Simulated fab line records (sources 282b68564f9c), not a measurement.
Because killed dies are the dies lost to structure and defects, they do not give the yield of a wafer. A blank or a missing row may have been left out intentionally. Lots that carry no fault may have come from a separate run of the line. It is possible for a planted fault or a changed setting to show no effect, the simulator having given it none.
One fault through the eyes of 2 desks | flow rit_cmos | every desk sees just its own numbers, and what lay behind them comes last

## THE TOOL OWNER'S DESK: rie_metal-03
The tool's own readings at RIT_M1_METAL_ETCH_12 (etches Al in Cl2/BCl3, stops on SiO2, time 165 s, target depth 600 nm): means of the sampled wafers that have a number, for each lot that ran on this tool. If a lot's mean is further than 4 standard deviations from the usual mean, the lot is out of limits and carries the mark OUT (the distance appears in the brackets).
Columns: A = drypump_motor_current_A at RIT_M1_METAL_ETCH_12, usual 5.72 A; B = oes_product_au at RIT_M1_METAL_ETCH_12, usual 0.777 a.u.; C = throttle_valve_pct at RIT_M1_METAL_ETCH_12, usual 8.28 %
lot  | first seen here | A    | B                | C
L541 | day 3 22:13     | 5.85 | 0.776            | 8.35
L544 | day 4 13:47     | 5.93 | 0.769            | 8.41
L547 | day 5 07:07     | 5.84 | 0.783            | 8.35
L550 | day 5 19:26     | 5.81 | 0.775            | 8.35
L553 | day 6 11:01     | 5.92 | 0.707 (-7.0) OUT | 8.41
L555 | day 6 19:49     | 5.91 | 0.716 (-6.1) OUT | 8.41
This desk finds L553, L555 out of limits, L553 being first, at day 6 11:01 (oes_product_au at RIT_M1_METAL_ETCH_12). Within limits: L541, L544, L547, L550.

## THE METROLOGY DESK
Lot by lot, what the gauges showed, no matter which tool ran the lot: averages of those sampled wafers that carry a number. If a lot's mean is further than 4 standard deviations from the usual mean, the lot is out of limits and carries the mark OUT (the distance appears in the brackets).
Columns: A = cd_nm at RIT_M1_CD_MEAS_90, usual 2601 nm
lot  | first seen here | A
L539 | day 3 13:45     | 2601
L541 | day 3 22:43     | 2596
L542 | day 4 04:59     | 2599
L544 | day 4 14:18     | 2594
L545 | day 4 20:40     | 2600
L547 | day 5 07:39     | 2599
L549 | day 5 17:05     | 2605
L550 | day 5 19:58     | 2600
L553 | day 6 11:32     | 2611
L555 | day 6 20:19     | 2609
L558 | day 7 09:13     | 2602
L559 | day 7 12:55     | 2599
L561 | day 8 00:20     | 2600
L562 | day 8 07:34     | 2600
This desk found nothing out of limits on any of the 14 lots.

## BROUGHT TOGETHER
On L553, L555, at day 6 11:01, an alarm was possible from the tool owner's desk.
At the metrology desk, nothing out of limits was observed.
The metrology desk holds a record of L553, L555, inside its limits.
RIT_M1_METAL_ETCH_12 was run on rie_metal-03 by each of the lots named.

## WHAT THE SIMULATOR HAD INSERTED
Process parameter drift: rie_metal-03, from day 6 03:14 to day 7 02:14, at RIT_M1_METAL_ETCH_12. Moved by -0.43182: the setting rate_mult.
Struck lots among those shown: L553, L555.
Hours from the fault's start to each desk's first reading out of limits: the tool owner's desk, 8.
